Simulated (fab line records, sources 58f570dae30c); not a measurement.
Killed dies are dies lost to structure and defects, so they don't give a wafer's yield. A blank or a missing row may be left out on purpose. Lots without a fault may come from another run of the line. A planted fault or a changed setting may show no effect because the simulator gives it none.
A struck lot beside a sound one | flow berkeley_cmos170 | 14 steps out of a route of 331
Sound: wafers L570.2, L570.4, L570.5. Struck: wafers L583.2, L583.4, L583.5. The cause comes at the end.
At each step with rows: each side's tool, then ch and its chambers, then its first start. Under that, the readings that differ: sound wafers | struck wafers | difference of the means | sigmas: that difference in standard deviations of wafers without a fault.
alike: readings whose means differ by less than 2 such deviations, and words and numbers that are the same on both sides. not compared: withheld readings, readings that some wafer has no value for, bounds like >300 that may hide the same value, and numbers for which the record gives no deviation and whose values overlap.
The two part at a step that has a row with sigmas, a row that says differs or no value, or rows on one side only. Numbers that don't overlap but have no deviation are shown without sigmas and don't part them. A reading that every wafer of one side lacks parts them only if that side has two wafers or more.

first, 1 step without rows for these wafers: UCB170_FIELD_WET_ETCH_06 (etches SiO2 in BOE, time 22 s).
UCB170_FIELD_THK_MEAS_90:
  sound on film_metro-01, day 5 20:37; struck on film_metro-04, day 8 13:24
  alike: FIELD_OXIDE_LEFT_1_THK
then, 2 steps without rows for these wafers: UCB170_SACOX_CLEAN_00 (cleans in dHF, time 7.5 s); UCB170_SACOX_OXIDATION_01 (target thk 14.4 nm, ox time 2400 s).
UCB170_SACOX_THK_MEAS_02:
  sound on film_metro-04, day 6 01:37; struck on film_metro-03, day 8 20:13
  alike: SACOX_OXIDE_THK
then, 2 steps without rows for these wafers: UCB170_SCREENOX_WET_ETCH_00 (etches SiO2 in dHF, time 200 s); UCB170_SCREENOX_OXIDATION_01 (target thk 14.4 nm, ox time 2400 s).
UCB170_SCREENOX_THK_MEAS_02:
  sound on film_metro-03, day 6 07:23; struck on film_metro-02, day 9 02:14
  alike: SCREENOX_OXIDE_THK
then, 4 steps without rows for these wafers: UCB170_SCREENOX_ANNEAL_03 (time 900 s); UCB170_NVT_HMDS_00 (prime time 60 s); UCB170_NVT_COAT_01 (resist thk 900 nm); UCB170_NVT_SOFTBAKE_02 (time 60 s).
UCB170_NVT_EXPOSE_03: exposes mask PWELL, target cd 3000 nm.
  sound on krf_scanner-01 ch 0, day 6 14:32; struck on krf_scanner-02, day 9 09:44
  no value came back on the struck wafers for exposure_dose_mJ_cm2, focus_offset_nm (nm), na; on the sound wafers exposure_dose_mJ_cm2 reads 30.01 30.04 29.99
  alike: mask
then, 1 step without rows for these wafers: UCB170_NVT_PEB_04.

WHERE THEY PART
Only at UCB170_NVT_EXPOSE_03, within this record.

WHY: what the simulator had put in
Skipped step whole: krf_scanner-02, from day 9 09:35 on, at UCB170_NVT_EXPOSE_03. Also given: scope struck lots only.
